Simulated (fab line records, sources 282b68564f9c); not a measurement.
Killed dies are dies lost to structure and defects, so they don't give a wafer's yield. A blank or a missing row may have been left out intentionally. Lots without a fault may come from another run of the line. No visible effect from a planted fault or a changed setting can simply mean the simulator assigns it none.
Matching of chambers | flow rit-cmos | RIT_SILICIDE_WET_ETCH_05 on wet-bench-04: 3 sister chambers
The step etches Ti in SPM, time 120 s. 14 wafers are shown with their chamber, then 7 later ones without.

WAFERS WITH THEIR CHAMBER
wafer  | chamber | bath-heat-duty-pct (%) | bath-guard-temp-C (C)
L917.1 | 1       | 15.4                   | 89.9
L917.3 | 1       | 16.3                   | 89.7
L917.6 | 1       | 16.3                   | 90.1
L920.2 | 1       | 15.3                   | 90.2
L920.5 | 1       | 15.6                   | 90.1
L920.6 | 1       | 15.6                   | 90.0
L922.2 | 2       | 15.1                   | 89.1
L922.3 | 2       | 14.9                   | 89.4
L922.6 | 2       | 13.0                   | 89.3
L923.3 | 0       | 12.8                   | 89.8
L923.4 | 0       | 13.8                   | 89.3
L923.5 | 0       | 12.6                   | 89.4
L924.2 | 1       | 14.3                   | 89.4
L924.4 | 1       | 15.5                   | 89.8

SIGNATURES (means of the wafers above)
reading            | chamber 0 | chamber 1 | chamber 2 | scatter within a chamber
bath-heat-duty-pct | 13.067    | 15.537    | 14.333    | 0.756
bath-guard-temp-C  | 89.500    | 89.900    | 89.267    | 0.246
Rule: a wafer lies at a distance from a chamber equal to the root of the sum of squares, over the readings, of (its reading less the chamber's mean, divided by the reading's scatter). If the next closest chamber is less than 2 further off than the closest, the wafer can't be placed; otherwise it belongs to the closest. How the scatter is found: for the shown wafers, subtract from each reading the mean of its chamber, square and add these, divide the total by (wafers less chambers), then take the root.

WAFERS WITH NO CHAMBER GIVEN
wafer  | bath-heat-duty-pct (%) | bath-guard-temp-C (C)
L924.6 | 14.1                   | 90.1
L928.1 | 14.5                   | 89.1
L928.2 | 14.8                   | 89.5
L928.6 | 14.7                   | 89.3
L937.2 | 16.3                   | 89.4
L937.4 | 14.7                   | 89.2
L937.5 | 14.2                   | 88.9

EACH ONE'S CHAMBER
wafer  | from the rows above          | in truth
L924.6 | can't be placed: 1 or 0 or 2 | 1
L928.1 | can't be placed: 2 or 0      | 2
L928.2 | can't be placed: 2 or 1 or 0 | 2
L928.6 | can't be placed: 2 or 0      | 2
L937.2 | can't be placed: 1 or 2      | 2
L937.4 | can't be placed: 2 or 0      | 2
L937.5 | can't be placed: 2 or 0      | 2
Correctly placed: 0 of 7. Unplaceable from these rows: 7, with the true chamber sitting among the candidates in 7. Number placed wrongly: 0.
